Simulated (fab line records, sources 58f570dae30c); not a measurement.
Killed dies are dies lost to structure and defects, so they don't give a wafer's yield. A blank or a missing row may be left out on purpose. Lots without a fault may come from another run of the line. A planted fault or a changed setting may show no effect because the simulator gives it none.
Which tool did it? | flow berkeley_cmos170 | 7 lots, 21 wafers sampled, at 3 steps of a route of 331

WHAT THE GAUGES READ, wafer by wafer
UCB170_NLDD_CD_MEAS_06: target cd 1200 nm.
lot  | measured     | on        | cd_nm (nm)
L322 | day 7 01:44  | cd_sem-01 | 1198.9 1198.8 1198.8
L324 | day 7 13:41  | cd_sem-02 | 1199.4 1200.3 1201.5
L328 | day 7 20:45  | cd_sem-01 | 1197.8 1197.9 1197.4
L331 | day 8 07:35  | cd_sem-02 | 1201.2 1199.9 1201.0
L338 | day 10 11:43 | cd_sem-01 | 1189.9 1189.7 1188.5 1189.7 1189.5 1189.1
L341 | day 11 04:07 | cd_sem-01 | 1199.3 1200.3 1200.8
L344 | day 11 14:35 | cd_sem-02 | 1200.5 1199.1 1200.5

WHICH TOOL RAN EACH LOT (tool, then ch and the chambers of the sampled wafers, then the start)
lot  | UCB170_GATE_STRIP_16                 | UCB170_NLDD_SOFTBAKE_02
L322 | plasma_asher-04 ch 0,1, day 6 21:54  | litho_track-01 ch 0, day 7 01:11
L324 | plasma_asher-04 ch 0,1, day 7 10:14  | litho_track-04 ch 0, day 7 13:01
L328 | plasma_asher-04 ch 0,1, day 7 17:20  | litho_track-02 ch 0, day 7 20:06
L331 | plasma_asher-04 ch 0, day 8 03:17    | litho_track-02 ch 0, day 8 06:57
L338 | plasma_asher-02 ch 1, day 10 07:05   | litho_track-02 ch 0, day 10 10:45
L341 | plasma_asher-04 ch 0,1, day 10 23:55 | litho_track-01 ch 0, day 11 03:28
L344 | plasma_asher-04 ch 0,1, day 11 10:07 | litho_track-04 ch 0, day 11 13:43
- UCB170_GATE_STRIP_16: strips in O2.
- UCB170_NLDD_SOFTBAKE_02: time 60 s.

THE ANSWER, worked out from the rows above alone
Rule: what is usual is taken from the lots themselves. Put in order of their means at a reading, lots are off if they are a third of the lots or fewer, leave a main group of 4 or more, and stand apart from it by a gap of 3 or more times the standard deviation of the main group's means; of several such gaps the widest counts. A main group whose means are all the same, to the digits that the tables above print for the reading, isn't used. A lot without any number at a reading at which 4 lots or more have one is off too. The other lots that the step has rows for count as sound.
Off: L338, at UCB170_NLDD_CD_MEAS_06 (cd_nm). The main group: mean 1199.6 nm, standard deviation 1.
A tool fits if, at a process step before that reading, it ran every lot that is off, and no sound lot after the first of them. The gauges at UCB170_NLDD_CD_MEAS_06 are tried like those tools. Can't be told from this: 2 tools fit, plasma_asher-02 at UCB170_GATE_STRIP_16, litho_track-02 at UCB170_NLDD_SOFTBAKE_02.

WHAT THE SIMULATOR HAD PUT IN
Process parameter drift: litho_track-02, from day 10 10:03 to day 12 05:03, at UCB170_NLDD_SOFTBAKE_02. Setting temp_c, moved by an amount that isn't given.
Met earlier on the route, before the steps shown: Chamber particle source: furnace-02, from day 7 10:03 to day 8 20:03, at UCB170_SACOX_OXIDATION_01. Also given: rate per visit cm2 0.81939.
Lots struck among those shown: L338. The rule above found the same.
